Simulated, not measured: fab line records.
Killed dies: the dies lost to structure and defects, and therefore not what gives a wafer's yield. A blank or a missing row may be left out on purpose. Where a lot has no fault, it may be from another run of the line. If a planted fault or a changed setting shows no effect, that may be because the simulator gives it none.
Which tool was responsible?	flow berkeleyCmos170	21 wafers from 7 lots sampled at 3 of the route's 331 steps

== WHAT THE GAUGES SHOWED, per wafer ==
UCB170_FIELD_THK_MEAS_02.
lot	measured	on	FIELD_OXIDE_THK (nm)
L431	day 5 21:58	filmMetro-04	562 562 561
L433	day 5 21:58	filmMetro-03	547 543 551
L435	day 6 04:26	filmMetro-04	551 556 546
L438	day 6 20:18	filmMetro-03	581 575 568
L437	day 6 20:19	filmMetro-02	568 564 554
L441	day 7 04:53	filmMetro-03	466 470 466
L451	day 9 15:43	filmMetro-04	570 565 569

== TOOL THAT RAN EACH LOT (tool first, then ch and the chambers of the sampled wafers, then the start) ==
lot	UCB170_PWELL_ETCH_14	UCB170_FIELD_OXIDATION_01
L431	rieDiel-01 ch 2,3, day 3 21:19	furnace-01 ch 0, day 5 18:57
L433	rieDiel-03 ch 0,3, day 3 23:54	furnace-01 ch 0, day 5 18:57
L435	rieDiel-03 ch 0,1,2, day 4 17:45	furnace-02 ch 0, day 6 01:26
L438	rieDiel-03 ch 0,2,3, day 5 01:47	furnace-04 ch 0, day 6 17:18
L437	rieDiel-04 ch 2,3, day 5 01:31	furnace-04 ch 0, day 6 17:18
L441	rieDiel-01 ch 1,2,3, day 5 13:35	furnace-04 ch 0, day 7 01:48
L451	rieDiel-03 ch 0,3, day 8 00:20	furnace-02 ch 0, day 9 12:42
- UCB170_PWELL_ETCH_14: etches Si3N4 in CH3F/Ar/O2, stops on SiO2, target depth 242 nm, time 151 s.
- UCB170_FIELD_OXIDATION_01: target thk 558.3 nm, ox time 7200 s.

== THE ANSWER, worked out from the rows above alone ==
Rule: usual is defined by the lots themselves. Put in order of their means at a reading, lots are off if they are a third of the lots or fewer, leave a main group of 4 or more, and stand apart from it by a gap of 3 or more times the standard deviation of the main group's means; of several such gaps the widest counts. Not used: any main group whose means are identical at the precision the tables above print for the reading. Also off: a lot with no number at a reading for which 4 or more lots have one. Any other lot the step has rows for is counted as sound.
Off: L441, seen at UCB170_FIELD_THK_MEAS_02 (FIELD_OXIDE_THK). The main group: mean 561 nm, standard deviation 9.4.
If a tool, at a process step before that reading, ran all the lots that are off and no sound lot after the first of them, it fits. Gauges at UCB170_FIELD_THK_MEAS_02: tried the same way as those tools. Can't be told from this: 3 tools fit, rieDiel-01 at UCB170_PWELL_ETCH_14, furnace-04 at UCB170_FIELD_OXIDATION_01, filmMetro-03 at UCB170_FIELD_THK_MEAS_02.

== WHAT HAD BEEN PUT IN BY THE SIMULATOR ==
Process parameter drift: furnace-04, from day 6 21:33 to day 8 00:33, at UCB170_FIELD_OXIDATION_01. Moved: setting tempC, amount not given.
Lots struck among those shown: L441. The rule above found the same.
